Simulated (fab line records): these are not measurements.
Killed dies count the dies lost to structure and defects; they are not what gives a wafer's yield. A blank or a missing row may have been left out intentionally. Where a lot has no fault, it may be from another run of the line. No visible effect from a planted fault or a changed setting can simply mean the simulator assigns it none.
Split-lot study | flow berkeley_cmos170 | 23 wafers read from 5 lots, route of 331 steps

## ON THE SPLIT
At UCB170_FIELD_OXIDATION_01 (target thk 558.3 nm, ox time 7200 s), the setting temp_c was moved away from the recipe's 1000 C on 20 of the 23 wafers read, by -2.3% to +3.0%. For the rest of the wafers, this setting stayed at what the recipe calls for.

## FROM THE SPLIT TO THE READING: what the file shows between them, 5 steps
- UCB170_FIELD_THK_MEAS_02
- UCB170_FIELD_ANNEAL_03: time 1200 s
- UCB170_FIELD_WET_ETCH_04: etches SiO2 in dHF, time 60 s
- UCB170_FIELD_WET_ETCH_05: etches Si3N4 in H3PO4, time 12600 s
- UCB170_FIELD_WET_ETCH_06: etches SiO2 in BOE, time 22 s

## THE READING
FIELD_OXIDE_LEFT_1_THK in nanometres, read at UCB170_FIELD_THK_MEAS_90. Fault-free wafers of this fab line usually give 441 nm, standard deviation 9.3 nm.

wafer  | tool, chamber at the split | temp_c as run, C | against the recipe | FIELD_OXIDE_LEFT_1_THK, nm | against lot-mates on the recipe
L075.1 | -, -                       | 976.8            | -2.3%              | 355                        | no lot-mate on the recipe
L075.2 | -, -                       | 976.8            | -2.3%              | 347                        | no lot-mate on the recipe
L075.3 | -, -                       | 976.8            | -2.3%              | 352                        | no lot-mate on the recipe
L075.5 | -, -                       | 976.8            | -2.3%              | 346                        | no lot-mate on the recipe
L075.6 | -, -                       | 976.8            | -2.3%              | 358                        | no lot-mate on the recipe
L081.2 | -, -                       | 1030             | +3.0%              | 544                        | no lot-mate on the recipe
L081.3 | -, -                       | 1030             | +3.0%              | 542                        | no lot-mate on the recipe
L081.4 | -, -                       | 1030             | +3.0%              | 550                        | no lot-mate on the recipe
L081.5 | -, -                       | 1030             | +3.0%              | 546                        | no lot-mate on the recipe
L081.6 | -, -                       | 1030             | +3.0%              | 544                        | no lot-mate on the recipe
L084.1 | -, -                       | 977.1            | -2.3%              | 353                        | no lot-mate on the recipe
L084.3 | -, -                       | 977.1            | -2.3%              | 362                        | no lot-mate on the recipe
L084.4 | -, -                       | 977.1            | -2.3%              | 354                        | no lot-mate on the recipe
L084.5 | -, -                       | 977.1            | -2.3%              | 355                        | no lot-mate on the recipe
L084.6 | -, -                       | 977.1            | -2.3%              | 368                        | no lot-mate on the recipe
L085.1 | -, -                       | 987.7            | -1.2%              | 407                        | no lot-mate on the recipe
L085.2 | -, -                       | 987.7            | -1.2%              | 409                        | no lot-mate on the recipe
L085.3 | -, -                       | 987.7            | -1.2%              | 410                        | no lot-mate on the recipe
L085.5 | -, -                       | 987.7            | -1.2%              | 413                        | no lot-mate on the recipe
L085.6 | -, -                       | 987.7            | -1.2%              | 395                        | no lot-mate on the recipe
L083.4 | furnace-01, 0              | 1000             | recipe             | 443                        | -
L083.5 | furnace-01, 0              | 1000             | recipe             | 435                        | -
L083.6 | furnace-01, 0              | 1000             | recipe             | 443                        | -

THE FIT
A straight line over all 23 wafers: FIELD_OXIDE_LEFT_1_THK changes by +35.5 nm for each +1% of temp_c; r = +0.99; the points scatter about the line by 7.8 nm.
Too few moved wafers with a lot-mate on the recipe to fit a line net of each lot's own level.

## THE WHOLE CHAIN: every reading that the file lists as answering this split, in the file's order
step                      | what it does                        | reading                                                                            | change (the file's fit)              | r (the file's)
UCB170_FIELD_OXIDATION_01 | target thk 558.3 nm, ox time 7200 s | SiO2_of_FIELD_OXIDATION_01.thk_nm (the simulator's own value, which no gauge read) | +35.4 nm for each +1% of the setting | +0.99
UCB170_FIELD_THK_MEAS_02  |                                     | FIELD_OXIDE_THK                                                                    | +35.4 for each +1% of the setting    | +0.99
UCB170_FIELD_WET_ETCH_04  | etches SiO2 in dHF, time 60 s       | SiO2_of_FIELD_OXIDATION_01.thk_nm (the simulator's own value, which no gauge read) | +35.5 nm for each +1% of the setting | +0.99
UCB170_FIELD_THK_MEAS_90  |                                     | FIELD_OXIDE_LEFT_1_THK                                                             | +35.5 for each +1% of the setting    | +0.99

## THE FILE'S OWN FIT
FIELD_OXIDE_LEFT_1_THK changes by +35.5 nm for each +1% of temp_c, r = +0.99.
